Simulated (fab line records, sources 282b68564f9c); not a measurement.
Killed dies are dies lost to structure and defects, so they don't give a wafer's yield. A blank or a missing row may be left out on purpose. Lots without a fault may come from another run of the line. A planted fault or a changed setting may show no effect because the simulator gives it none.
fab line records | flow rit_cmos
record lots=16 wafers=48 last_day=7
route steps=202 shown PRETRO@67 M1@202
lots that met no fault: from a run of the same line without faults
start_h: hours from the record's first day to the start of the lot's first wafer shown | wait_h: hours since the lot's step before | " the same as in the row above | L1.1+2: a row that stands for several wafers | - no value, or no start given | * or withheld: withheld | < > ~ a bound
route shown NAME@n: a module of which the file shows steps, and the number in the route of the first | usual: mean/standard deviation of fault-free wafers | same: alike in all rows | chamber/n: place in a boat | sites: the reading at each site | _std_site: their standard deviation | _edge_site: outer sites' mean less inner sites' | radius_mm: how far each site lies from the wafer's centre | mask NAME#n: copy n | behind: the tool/chamber that last shaped the wafer | hold: why the lot was held/for how many hours/how that ended | device: the transistor (n, p or np) that didn't switch | end of line: the same wafers' tests at the end of the route | a step without rows: its recipe alone | killed: dies lost to structure and defects at the first sort, not the wafer's yield | map: a wafer's dies, x killed, . not, _ none there
set.NAME: the setting as run; set.NAME@STEP: as run at that earlier step | model.NAME: the simulator's own value behind a step, which no gauge read
steps of the route over a sample of lots; a table a step, a row a wafer
services: from which hour (start_h, from the record's first day; less than 0 if before it) a tool's chamber was out of use, for how many hours, and why
## steps
# step RIT_PRETRO_EXPOSE_03
# recipe mask_id=M5 na=0.57 target_cd_nm=43700 dose_mj=250
# usual reticle_temp_C=23.01/0.12
# columns lot.wafer tool chamber start_h wait_h mask reticle_temp_C
L104.2 iline_stepper-01 0 39.05 0.1 M5#0 23.22
L104.4 " 0 " " M5#0 23.01
L104.6 " 0 " " M5#0 23.29
L106.2 iline_stepper-02 0 44.18 0.2 M5#0 22.83
L106.4 " 0 " " M5#0 22.76
L106.5 " 0 " " M5#0 23.00
L107.1 iline_stepper-02 0 46.83 0.1 M5#0 23.13
L107.2 " 0 " " M5#0 22.98
L107.5 " 0 " " M5#0 23.06
L108.3 iline_stepper-01 0 52.02 0.3 M5#0 22.84
L108.4 " 0 " " M5#0 22.89
L108.5 " 0 " " M5#0 22.83
L109.4 iline_stepper-01 0 56.99 0.1 M5#0 22.99
L109.5 " 0 " " M5#0 23.01
L109.6 " 0 " " M5#0 22.92
L110.2 iline_stepper-01 0 62.14 0.1 M5#0 23.24
L110.3 " 0 " " M5#0 23.05
L110.6 " 0 " " M5#0 23.07
L111.1 iline_stepper-01 0 64.86 0.1 M5#0 22.91
L111.2 " 0 " " M5#0 22.84
L111.6 " 0 " " M5#0 22.93
L113.1 iline_stepper-01 0 75.40 0.1 M5#0 22.85
L113.2 " 0 " " M5#0 22.80
L113.6 " 0 " " M5#0 22.82
L114.3 iline_stepper-02 0 80.62 0.2 M5#0 23.14
L114.4 " 0 " " M5#0 22.97
L114.5 " 0 " " M5#0 23.00
L115.2 iline_stepper-01 0 86.35 0.2 M5#0 23.01
L115.4 " 0 " " M5#0 23.02
L115.6 " 0 " " M5#0 23.11
L118.2 iline_stepper-02 0 100.26 0.1 M5#0 23.08
L118.4 " 0 " " M5#0 23.04
L118.5 " 0 " " M5#0 23.27
L121.3 iline_stepper-02 0 115.22 0.2 M5#0 22.86
L121.5 " 0 " " M5#0 22.89
L121.6 " 0 " " M5#0 22.97
L122.1 iline_stepper-02 0 120.41 0.1 M5#0 22.95
L122.3 " 0 " " M5#0 23.12
L122.4 " 0 " " M5#0 23.07
L124.1 iline_stepper-02 0 130.43 0.2 M5#0 23.20
L124.3 " 0 " " M5#0 23.09
L124.4 " 0 " " M5#0 22.89
L125.1 iline_stepper-01 0 135.64 0.2 M5#0 23.08
L125.3 " 0 " " M5#0 22.81
L125.4 " 0 " " M5#0 22.68
L127.1 iline_stepper-01 0 145.68 0.2 M5#0 22.99
L127.2 " 0 " " M5#0 22.86
L127.4 " 0 " " M5#0 23.00
# step RIT_PRETRO_OVL_MEAS_06
# usual PRETRO_OVL=0.6/1.5
# columns lot.wafer tool chamber start_h wait_h PRETRO_OVL[nm]
L104.2 overlay-02 - 39.47 - 0.8
L104.4 " - " " 0.5
L104.6 " - " " 0.8
L106.2 overlay-02 - 44.65 - -1.6
L106.4 " - " " -1.9
L106.5 " - " " -1.2
L107.1 overlay-02 - 47.26 - 1.2
L107.2 " - " " 1.4
L107.5 " - " " -0.8
L108.3 overlay-01 - 52.42 - -1.1
L108.4 " - " " 0.6
L108.5 " - " " -0.8
L109.4 overlay-01 - 57.38 - 1.1
L109.5 " - " " 1.2
L109.6 " - " " 3.8
L110.2 overlay-02 - 62.56 - -0.6
L110.3 " - " " -1.6
L110.6 " - " " -1.9
L111.1 overlay-01 - 65.29 - 0.4
L111.2 " - " " 2.0
L111.6 " - " " 2.9
L113.1 overlay-01 - 75.83 - -1.0
L113.2 " - " " -0.6
L113.6 " - " " -1.5
L114.3 overlay-02 - 81.13 - -0.6
L114.4 " - " " -2.2
L114.5 " - " " -1.2
L115.2 overlay-01 - 87.01 - 3.3
L115.4 " - " " 2.6
L115.6 " - " " 2.2
L118.2 overlay-02 - 100.67 - 3397.1
L118.4 " - " " 3396.4
L118.5 " - " " 3396.5
L121.3 overlay-02 - 115.63 - 3397.4
L121.5 " - " " 3397.0
L121.6 " - " " 3397.0
L122.1 overlay-02 - 120.84 - 3397.0
L122.3 " - " " 3396.1
L122.4 " - " " 3395.3
L124.1 overlay-02 - 130.86 - 3396.9
L124.3 " - " " 3397.0
L124.4 " - " " 3397.5
L125.1 overlay-02 - 136.07 - 0.6
L125.3 " - " " -0.4
L125.4 " - " " 1.1
L127.1 overlay-01 - 146.11 - 2.3
L127.2 " - " " 0.0
L127.4 " - " " 2.0
# step RIT_M1_PROBE_99
# usual killed_at_M0_to_M3=0.0/0.083 killed_at_contacts=0.0/0.22 killed_at_front_end=7/3.2 killed_dies=7/3.2 killed_on_rim=1.7/1.3 killed_open=3.2/2.1 killed_short=3.5/2.2
# same gross_dies=264 killed_at_M4_up=0 killed_at_back_side=0 killed_at_other=0
# columns lot.wafer tool chamber start_h wait_h killed_at_M0_to_M3 killed_at_contacts killed_at_front_end killed_dies killed_on_rim killed_open killed_short
L114.3 prober-02 - 106.88 0.2 0 0 4 4 0 3 1
L114.4 prober-02 - 106.93 0.2 0 0 7 7 3 3 4
L114.5 prober-02 - 106.98 0.2 0 0 8 8 2 3 5
L115.2 prober-01 - 113.52 0.1 0 0 9 9 1 4 5
L115.4 prober-01 - 113.62 0.2 0 1 10 11 3 7 4
L115.6 prober-01 - 113.72 0.2 0 0 13 13 3 4 9
L118.2 prober-02 - 128.13 0.1 0 0 264 264 70 9 5
L118.4 prober-02 - 128.23 0.2 0 0 264 264 70 5 1
L118.5 prober-02 - 128.28 0.2 0 1 263 264 70 6 6
L121.3 prober-01 - 141.32 0.2 0 0 264 264 70 4 1
L121.5 prober-01 - 141.42 0.2 0 1 263 264 70 4 4
L121.6 prober-01 - 141.47 0.2 0 0 264 264 70 1 8
L122.1 prober-02 - 146.73 0.1 0 0 264 264 70 0 2
L122.3 prober-02 - 146.83 0.2 0 1 263 264 70 1 2
L122.4 prober-02 - 146.88 0.2 0 0 264 264 70 2 4
L124.1 prober-02 - 156.74 0.1 0 0 264 264 70 7 3
L124.3 prober-02 - 156.84 0.2 0 0 264 264 70 1 3
L124.4 prober-02 - 156.89 0.2 0 0 264 264 70 3 1
L125.1 prober-01 - 162.40 0.1 0 0 5 5 0 3 2
L125.3 prober-01 - 162.50 0.2 0 0 6 6 1 4 2
L125.4 prober-01 - 162.55 0.2 0 0 3 3 1 2 1
L127.1 prober-01 - 173.60 0.1 0 0 0 0 0 0 0
L127.2 prober-01 - 173.65 0.1 0 0 13 13 4 3 10
L127.4 prober-01 - 173.75 0.2 0 0 9 9 2 5 3
# killed by level:class
L114.3 FOX2:geometric_particle:open=1 GATE:geometric_particle:open=1 GATE:geometric_particle:short=1 SPACER:geometric_particle:open=1
L114.4 GATE:geometric_particle:short=2 REOX:geometric_particle:open=2 FOX1:geometric_particle:short=1 FOX2:geometric_particle:open=1 REOX:geometric_particle:short=1
L114.5 SILICIDE:geometric_particle:short=3 GATE:geometric_particle:short=1 GATE:geometric_particle:open=1 REOX:geometric_particle:short=1 SPACER:geometric_particle:open=1 SILICIDE:geometric_particle:open=1
L115.2 SPACER:geometric_particle:short=3 FOX1:geometric_particle:open=1 FOX2:geometric_particle:open=1 GATE:geometric_particle:short=1 REOX:geometric_particle:open=1 SPACER:geometric_particle:open=1 SILICIDE:geometric_particle:short=1
L115.4 REOX:geometric_particle:open=3 SPACER:geometric_particle:open=2 FOX1:geometric_particle:short=1 FOX1:geometric_particle:open=1 FOX2:geometric_particle:short=1 GATE:geometric_particle:short=1 SPACER:geometric_particle:short=1 CONTACT:geometric_particle:open=1
L115.6 FOX1:geometric_particle:short=2 REOX:geometric_particle:short=2 SPACER:geometric_particle:short=2 SILICIDE:geometric_particle:open=2 FOX2:geometric_particle:short=1 FOX2:geometric_particle:open=1 GATE:geometric_particle:short=1 SPACER:geometric_particle:open=1
L118.2 PRETRO:overlay=250 GATE:geometric_particle:open=4 REOX:geometric_particle:short=2 SPACER:geometric_particle:short=2 SILICIDE:geometric_particle:open=2 ACTIVE:geometric_particle:open=1 GATE:geometric_particle:short=1 FOX2:geometric_particle:open=1
L118.4 PRETRO:overlay=258 FOX1:geometric_particle:open=1 FOX2:geometric_particle:open=1 GATE:geometric_particle:open=1 REOX:geometric_particle:open=1 REOX:geometric_particle:short=1 SILICIDE:geometric_particle:open=1
L118.5 PRETRO:overlay=252 GATE:geometric_particle:short=3 REOX:geometric_particle:open=2 FOX1:geometric_particle:open=1 FOX2:geometric_particle:open=1 GATE:geometric_particle:open=1 REOX:geometric_particle:short=1 SILICIDE:geometric_particle:short=1
L121.3 PRETRO:overlay=259 FOX1:geometric_particle:open=1 FOX2:geometric_particle:open=1 GATE:geometric_particle:open=1 REOX:geometric_particle:open=1 REOX:geometric_particle:short=1
L121.5 PRETRO:overlay=256 GATE:geometric_particle:open=2 GATE:geometric_particle:short=2 FOX2:geometric_particle:open=1 SPACER:geometric_particle:short=1 SILICIDE:geometric_particle:short=1 CONTACT:geometric_particle:open=1
L121.6 PRETRO:overlay=255 SILICIDE:geometric_particle:short=4 FOX1:geometric_particle:short=2 GATE:geometric_particle:open=1 REOX:geometric_particle:short=1 SPACER:geometric_particle:short=1
L122.1 PRETRO:overlay=262 FOX1:geometric_particle:short=1 GATE:geometric_particle:short=1
L122.3 PRETRO:overlay=261 FOX1:geometric_particle:short=1 SILICIDE:geometric_particle:short=1 CONTACT:geometric_particle:open=1
L122.4 PRETRO:overlay=258 GATE:geometric_particle:short=4 GATE:geometric_particle:open=1 SPACER:geometric_particle:open=1
L124.1 PRETRO:overlay=254 GATE:geometric_particle:open=3 GATE:geometric_particle:short=2 SPACER:geometric_particle:open=2 FOX1:geometric_particle:open=1 FOX2:geometric_particle:open=1 SPACER:geometric_particle:short=1
L124.3 PRETRO:overlay=260 FOX1:geometric_particle:short=1 GATE:geometric_particle:short=1 SPACER:geometric_particle:short=1 SPACER:geometric_particle:open=1
L124.4 PRETRO:overlay=260 FOX1:geometric_particle:open=2 GATE:geometric_particle:open=1 SPACER:geometric_particle:short=1
L125.1 GATE:geometric_particle:short=2 FOX1:geometric_particle:open=1 FOX2:geometric_particle:open=1 GATE:geometric_particle:open=1
L125.3 FOX2:geometric_particle:open=2 GATE:geometric_particle:open=1 SPACER:geometric_particle:short=1 SPACER:geometric_particle:open=1 SILICIDE:geometric_particle:short=1
L125.4 FOX2:geometric_particle:open=2 SPACER:geometric_particle:short=1
L127.2 GATE:geometric_particle:short=7 GATE:geometric_particle:open=2 FOX1:geometric_particle:short=1 REOX:geometric_particle:short=1 SPACER:geometric_particle:open=1 SILICIDE:geometric_particle:short=1
L127.4 GATE:geometric_particle:open=5 GATE:geometric_particle:short=2 REOX:geometric_particle:short=1 ACTIVE:coat_microbubble_printed=1
## services
# columns tool chamber start_h hours kind
iline_stepper-01 - 44.04 4.4 pm
iline_stepper-02 - 50.04 5.8 repair
iline_stepper-02 0 62.32 - calibration
iline_stepper-01 0 107.33 - calibration
iline_stepper-02 - 111.03 2.4 repair
## key
first_sign step=RIT_PRETRO_OVL_MEAS_06 reading=PRETRO_OVL direction=up sigmas=99+ usual=0.6 struck=3396.8
effect step=RIT_M1_PROBE_99 reading=killed_at_front_end direction=up sigmas=79 usual=7 struck=264
more_kills_born_at RIT_PRETRO_EXPOSE_03@iline_stepper-02=3085
met_at RIT_PRETRO_EXPOSE_03
struck_lots L118,L121,L122,L124
tester_left_out L118,L121,L122,L124
onset_between 80.62 100.26
fault kind=scanner_matching_overlay tool=iline_stepper-02 chamber=- onset_h=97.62 steps=RIT_PRETRO_EXPOSE_03 offset=3395.8
# tester_left_out: of these lots the tester's yield and bins aren't shown, on N5 and GAA mostly nor the transistor test; their killed dies are dies lost to structure and defects alone, not to doping, threshold or leakage, so they don't give the yield
